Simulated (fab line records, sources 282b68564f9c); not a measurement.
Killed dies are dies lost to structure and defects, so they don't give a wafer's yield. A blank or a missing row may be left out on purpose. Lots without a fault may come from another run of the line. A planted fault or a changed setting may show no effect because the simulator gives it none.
Which tool did it? | flow rit_cmos | 13 lots, 39 wafers sampled, at 3 steps of a route of 202

WHAT THE GAUGES READ, wafer by wafer
RIT_M1_RS_MEAS_01: measures by four-point-probe.
lot  | measured    | on            | M1_AL_RS (ohm/sq)
L852 | day 3 06:21 | film_metro-04 | 0.0730 0.0729 0.0731
L853 | day 3 10:08 | film_metro-04 | 0.0741 0.0739 0.0743
L854 | day 3 15:44 | film_metro-02 | 0.0733 0.0738 0.0725
L855 | day 3 20:42 | film_metro-02 | 0.0735 0.0730 0.0741
L856 | day 4 02:50 | film_metro-04 | 0.0727 0.0734 0.0721
L860 | day 5 00:27 | film_metro-04 | 0.0735 0.0745 0.0821
L862 | day 5 07:11 | film_metro-01 | 0.0812 0.0727 0.0811
L865 | day 6 03:28 | film_metro-04 | 0.0729 0.0730 0.0732
L867 | day 6 07:12 | film_metro-04 | 0.0733 0.0741 0.0735
L869 | day 6 20:40 | film_metro-02 | 0.0736 0.0742 0.0748
L871 | day 7 03:45 | film_metro-01 | 0.0742 0.0744 0.0745
L873 | day 7 13:38 | film_metro-02 | 0.0737 0.0731 0.0738
L875 | day 8 01:11 | film_metro-02 | 0.0726 0.0718 0.0729

RIT_M1_THK_MEAS_02: measures by xrf.
lot  | measured    | on            | M1_AL_THK (nm)
L852 | day 3 06:28 | film_metro-04 | 403 400 400
L853 | day 3 10:14 | film_metro-04 | 395 393 394
L854 | day 3 15:51 | film_metro-02 | 400 396 405
L855 | day 3 20:49 | film_metro-02 | 400 402 397
L856 | day 4 02:57 | film_metro-04 | 403 401 409
L860 | day 5 00:34 | film_metro-04 | 397 395 358
L862 | day 5 07:18 | film_metro-01 | 363 403 362
L865 | day 6 03:33 | film_metro-04 | 403 401 401
L867 | day 6 07:18 | film_metro-04 | 400 398 398
L869 | day 6 20:46 | film_metro-02 | 397 396 391
L871 | day 7 03:50 | film_metro-01 | 396 394 393
L873 | day 7 13:46 | film_metro-02 | 397 401 396
L875 | day 8 01:17 | film_metro-02 | 405 410 401

WHICH TOOL RAN EACH LOT (tool, then ch and the chambers of the sampled wafers, then the start)
lot  | RIT_M1_SPUTTER_00
L852 | pvd_sputter-04, day 3 06:04
L853 | pvd_sputter-01, day 3 09:48
L854 | pvd_sputter-04, day 3 15:26
L855 | pvd_sputter-01, day 3 20:25
L856 | pvd_sputter-04, day 4 02:32
L860 | pvd_sputter-01, day 5 00:08
L862 | pvd_sputter-01, day 5 06:53
L865 | pvd_sputter-04, day 6 03:07
L867 | pvd_sputter-03, day 6 06:52
L869 | pvd_sputter-03, day 6 20:21
L871 | pvd_sputter-03, day 7 03:24
L873 | pvd_sputter-03, day 7 13:20
L875 | pvd_sputter-03, day 8 00:52
- RIT_M1_SPUTTER_00: material Al, target thk 400 nm, time 500 s.

WHAT THE TOOLS THEMSELVES READ (means of the sampled wafers that have a number; where no wafer has one, the mark that the record gives instead)
RIT_M1_SPUTTER_00.
lot  | tool           | throttle_valve_pct (%)
L852 | pvd_sputter-04 | 29.7
L853 | pvd_sputter-01 | 31.7
L854 | pvd_sputter-04 | 30.2
L855 | pvd_sputter-01 | 31.4
L856 | pvd_sputter-04 | 30.2
L860 | pvd_sputter-01 | 31.6
L862 | pvd_sputter-01 | 31.6
L865 | pvd_sputter-04 | 29.6
L867 | pvd_sputter-03 | 30.3
L869 | pvd_sputter-03 | 30.6
L871 | pvd_sputter-03 | 30.4
L873 | pvd_sputter-03 | 30.0
L875 | pvd_sputter-03 | 30.0

THE ANSWER, worked out from the rows above alone
Rule: what is usual is taken from the lots themselves. Put in order of their means at a reading, lots are off if they are a third of the lots or fewer, leave a main group of 4 or more, and stand apart from it by a gap of 3 or more times the standard deviation of the main group's means; of several such gaps the widest counts. A main group whose means are all the same, to the digits that the tables above print for the reading, isn't used. A lot without any number at a reading at which 4 lots or more have one is off too. The other lots that the step has rows for count as sound. The gauges are gone through in route order, then the tools' own readings, and for those a lot's mean is taken as printed above. The first step at which some lot is off is used, and at that step the reading that is off furthest; a lot without a number counts as furthest.
Off: L860, L862, at RIT_M1_RS_MEAS_01 (M1_AL_RS). The main group: mean 0.0734 ohm/sq, standard deviation 0.00059.
A tool fits if, at a process step before that reading, it ran every lot that is off, and no sound lot after the first of them. The gauges at RIT_M1_RS_MEAS_01 are tried like those tools. One fits: pvd_sputter-01 at RIT_M1_SPUTTER_00. Its last sound lot is L855 (day 3 20:25), its first lot that is off L860 (day 5 00:08): a fault that began between those two fits.

WHAT THE SIMULATOR HAD PUT IN
Process parameter drift: pvd_sputter-01, from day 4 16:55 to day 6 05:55, at RIT_M1_SPUTTER_00. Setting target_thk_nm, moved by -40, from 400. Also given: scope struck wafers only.
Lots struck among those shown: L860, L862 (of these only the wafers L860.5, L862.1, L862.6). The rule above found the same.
